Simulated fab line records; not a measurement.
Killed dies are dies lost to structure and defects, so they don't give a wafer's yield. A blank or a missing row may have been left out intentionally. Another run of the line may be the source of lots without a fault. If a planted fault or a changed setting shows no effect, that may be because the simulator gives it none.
Which of the tools did it? || flow berkeley_cmos170 || 11 lots with 33 wafers sampled at 5 steps, on a route of 331 steps

WHAT EACH GAUGE READ, for each wafer
UCB170_PFIELD_OVL_MEAS_06.
{"lot": "L584", "measured": "day 4 00:35", "on": "overlay-02", "PFIELD_OVL (nm)": "-7 -8 -10"}
{"lot": "L585", "measured": "day 4 07:05", "on": "overlay-01", "PFIELD_OVL (nm)": "-2 -7 -2"}
{"lot": "L586", "measured": "day 5 00:05", "on": "overlay-01", "PFIELD_OVL (nm)": "-3 1 1"}
{"lot": "L587", "measured": "day 5 02:44", "on": "overlay-01", "PFIELD_OVL (nm)": "-5 -5 -6"}
{"lot": "L588", "measured": "day 5 03:00", "on": "overlay-01", "PFIELD_OVL (nm)": "-5 -5 -6"}
{"lot": "L597", "measured": "day 7 02:16", "on": "overlay-01", "PFIELD_OVL (nm)": "1 2 2"}
{"lot": "L599", "measured": "day 7 09:21", "on": "overlay-01", "PFIELD_OVL (nm)": "6 10 7"}
{"lot": "L602", "measured": "day 7 21:05", "on": "overlay-01", "PFIELD_OVL (nm)": "-3 3 -3"}
{"lot": "L603", "measured": "day 8 12:58", "on": "overlay-01", "PFIELD_OVL (nm)": "5 0 0"}
{"lot": "L605", "measured": "day 8 21:26", "on": "overlay-02", "PFIELD_OVL (nm)": "-1 -5 -6"}
{"lot": "L606", "measured": "day 9 06:14", "on": "overlay-01", "PFIELD_OVL (nm)": "-5 -4 6"}

UCB170_SDANNEAL_RS_MEAS_03: the measuring method here is four-point-probe.
{"lot": "L584", "measured": "day 6 06:19", "on": "film_metro-04", "NSD_RS (ohm/sq)": "37.28 37.46 37.29"}
{"lot": "L585", "measured": "day 6 19:03", "on": "film_metro-03", "NSD_RS (ohm/sq)": "37.15 37.14 37.12"}
{"lot": "L586", "measured": "day 7 06:59", "on": "film_metro-04", "NSD_RS (ohm/sq)": "37.22 37.13 37.24"}
{"lot": "L587", "measured": "day 7 06:11", "on": "film_metro-04", "NSD_RS (ohm/sq)": "37.32 37.31 37.29"}
{"lot": "L588", "measured": "day 7 06:43", "on": "film_metro-03", "NSD_RS (ohm/sq)": "37.38 37.32 37.31"}
{"lot": "L597", "measured": "day 10 09:53", "on": "film_metro-04", "NSD_RS (ohm/sq)": "37.31 37.24 37.36"}
{"lot": "L599", "measured": "day 10 10:14", "on": "film_metro-01", "NSD_RS (ohm/sq)": "37.38 37.31 37.29"}
{"lot": "L602", "measured": "day 10 10:31", "on": "film_metro-04", "NSD_RS (ohm/sq)": "37.31 37.18 37.23"}
{"lot": "L603", "measured": "day 11 11:33", "on": "film_metro-01", "NSD_RS (ohm/sq)": "37.19 37.27 37.30"}
{"lot": "L605", "measured": "day 11 10:17", "on": "film_metro-04", "NSD_RS (ohm/sq)": "37.20 37.31 37.27"}
{"lot": "L606", "measured": "day 11 10:59", "on": "film_metro-03", "NSD_RS (ohm/sq)": "37.15 37.16 37.01"}

UCB170_V1_OVL_MEAS_13.
{"lot": "L584", "measured": "day 6 20:43", "on": "overlay-02", "V1_OVL (nm)": "-3 4 1"}
{"lot": "L585", "measured": "day 7 09:11", "on": "overlay-01", "V1_OVL (nm)": "-2 0 0"}
{"lot": "L586", "measured": "day 7 23:18", "on": "overlay-02", "V1_OVL (nm)": "-11 -2 0"}
{"lot": "L587", "measured": "day 7 22:56", "on": "overlay-02", "V1_OVL (nm)": "-5 -12 -10"}
{"lot": "L588", "measured": "day 7 23:10", "on": "overlay-01", "V1_OVL (nm)": "0 -12 -17"}
{"lot": "L597", "measured": "day 11 02:40", "on": "overlay-01", "V1_OVL (nm)": "-2 -6 -3"}
{"lot": "L599", "measured": "day 11 03:01", "on": "overlay-02", "V1_OVL (nm)": "-11 -4 -6"}
{"lot": "L602", "measured": "day 11 03:23", "on": "overlay-02", "V1_OVL (nm)": "-6 1 -8"}
{"lot": "L603", "measured": "day 12 02:40", "on": "overlay-01", "V1_OVL (nm)": "-14 -15 -18"}
{"lot": "L605", "measured": "day 12 02:53", "on": "overlay-02", "V1_OVL (nm)": "-9 -8 -8"}
{"lot": "L606", "measured": "day 12 02:18", "on": "overlay-02", "V1_OVL (nm)": "5 2 1"}

UCB170_M3_CD_MEAS_15 targets a cd of 700 nm.
{"lot": "L584", "measured": "day 7 04:14", "on": "cd_sem-01", "cd_nm (nm)": "698.4 699.8 700.1"}
{"lot": "L585", "measured": "day 7 18:08", "on": "cd_sem-02", "cd_nm (nm)": "698.8 697.7 697.7"}
{"lot": "L586", "measured": "day 8 08:32", "on": "cd_sem-02", "cd_nm (nm)": "701.0 700.3 700.8"}
{"lot": "L587", "measured": "day 8 08:11", "on": "cd_sem-01", "cd_nm (nm)": "698.5 699.6 699.1"}
{"lot": "L588", "measured": "day 8 08:47", "on": "cd_sem-02", "cd_nm (nm)": "700.1 700.5 701.1"}
{"lot": "L597", "measured": "day 11 14:07", "on": "cd_sem-02", "cd_nm (nm)": "693.3 694.4 689.9"}
{"lot": "L599", "measured": "day 11 14:35", "on": "cd_sem-01", "cd_nm (nm)": "698.4 698.6 698.5"}
{"lot": "L602", "measured": "day 11 14:52", "on": "cd_sem-02", "cd_nm (nm)": "699.4 699.4 699.0"}
{"lot": "L603", "measured": "day 12 12:05", "on": "cd_sem-02", "cd_nm (nm)": "700.3 700.5 699.4"}
{"lot": "L605", "measured": "day 12 12:51", "on": "cd_sem-02", "cd_nm (nm)": "699.6 699.4 699.2"}
{"lot": "L606", "measured": "day 12 11:49", "on": "cd_sem-01", "cd_nm (nm)": "701.8 701.6 701.5"}

TOOL THAT RAN EACH LOT (tool first, then ch and the chambers of the sampled wafers, then the start)
{"lot": "L584", "UCB170_M3_EXPOSE_12": "krf_scanner-02 ch 0, day 7 03:38"}
{"lot": "L585", "UCB170_M3_EXPOSE_12": "krf_scanner-02 ch 0, day 7 17:45"}
{"lot": "L586", "UCB170_M3_EXPOSE_12": "krf_scanner-01 ch 0, day 8 07:55"}
{"lot": "L587", "UCB170_M3_EXPOSE_12": "krf_scanner-01 ch 0, day 8 07:47"}
{"lot": "L588", "UCB170_M3_EXPOSE_12": "krf_scanner-01 ch 0, day 8 08:01"}
{"lot": "L597", "UCB170_M3_EXPOSE_12": "krf_scanner-02 ch 0, day 11 13:13"}
{"lot": "L599", "UCB170_M3_EXPOSE_12": "krf_scanner-01 ch 0, day 11 13:48"}
{"lot": "L602", "UCB170_M3_EXPOSE_12": "krf_scanner-01 ch 0, day 11 14:08"}
{"lot": "L603", "UCB170_M3_EXPOSE_12": "krf_scanner-01 ch 0, day 12 11:41"}
{"lot": "L605", "UCB170_M3_EXPOSE_12": "krf_scanner-01 ch 0, day 12 12:28"}
{"lot": "L606", "UCB170_M3_EXPOSE_12": "krf_scanner-01 ch 0, day 12 11:16"}
- UCB170_M3_EXPOSE_12: exposes mask METAL3, target cd 700 nm.

WHAT THE TOOLS THEMSELVES READ (means of the sampled wafers that have a number; where no wafer has one, the mark that the record gives instead)
UCB170_M3_EXPOSE_12.
{"lot": "L584", "tool": "krf_scanner-02", "exposure_dose_mJ_cm2": 26.067}
{"lot": "L585", "tool": "krf_scanner-02", "exposure_dose_mJ_cm2": 26.096}
{"lot": "L586", "tool": "krf_scanner-01", "exposure_dose_mJ_cm2": 26.092}
{"lot": "L587", "tool": "krf_scanner-01", "exposure_dose_mJ_cm2": 26.107}
{"lot": "L588", "tool": "krf_scanner-01", "exposure_dose_mJ_cm2": 26.060}
{"lot": "L597", "tool": "krf_scanner-02", "exposure_dose_mJ_cm2": 25.565}
{"lot": "L599", "tool": "krf_scanner-01", "exposure_dose_mJ_cm2": 26.112}
{"lot": "L602", "tool": "krf_scanner-01", "exposure_dose_mJ_cm2": 26.113}
{"lot": "L603", "tool": "krf_scanner-01", "exposure_dose_mJ_cm2": 26.098}
{"lot": "L605", "tool": "krf_scanner-01", "exposure_dose_mJ_cm2": 26.078}
{"lot": "L606", "tool": "krf_scanner-01", "exposure_dose_mJ_cm2": 26.083}

THE ANSWER, worked out from the rows above alone
Rule: the lots themselves supply what counts as usual. Put in order of their means at a reading, lots are off if they are a third of the lots or fewer, leave a main group of 4 or more, and stand apart from it by a gap of 3 or more times the standard deviation of the main group's means; of several such gaps the widest counts. A main group whose means are all the same, to the digits that the tables above print for the reading, isn't used. A lot without any number at a reading at which 4 lots or more have one is off too. Any other lot the step has rows for is counted as sound. The gauges are gone through in route order, then the tools' own readings, and for those a lot's mean is taken as printed above. At the first step where some lot is off, the reading lying furthest off is the one used; lots without a number count as furthest.
Off at UCB170_M3_CD_MEAS_15 (cd_nm): L597. Main group: mean 699.7 nm, sd 1.
If a tool, at a process step before that reading, ran all the lots that are off and no sound lot after the first of them, it fits. Not tried: the gauges at UCB170_M3_CD_MEAS_15; whatever is off there is also off at UCB170_M3_EXPOSE_12, on other tools, and gauge error can't account for it. One fits: UCB170_M3_EXPOSE_12 on krf_scanner-02. A fault onset in the window from L585 (day 7 17:45, its last sound lot) to L597 (day 11 13:13, its first lot off) fits.
On the lots that are off, the tool's own readings at UCB170_M3_EXPOSE_12 differ by more than 5 times the standard deviation of the sound lots' means, which bears it out; exposure_dose_mJ_cm2 reads 25.565 there versus 26.091 on the sound lots.

WHAT THE SIMULATOR PUT IN
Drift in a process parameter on krf_scanner-02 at UCB170_M3_EXPOSE_12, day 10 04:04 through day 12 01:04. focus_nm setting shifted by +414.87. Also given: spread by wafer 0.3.
Lots struck among those shown: L597. Same finding as the rule above.
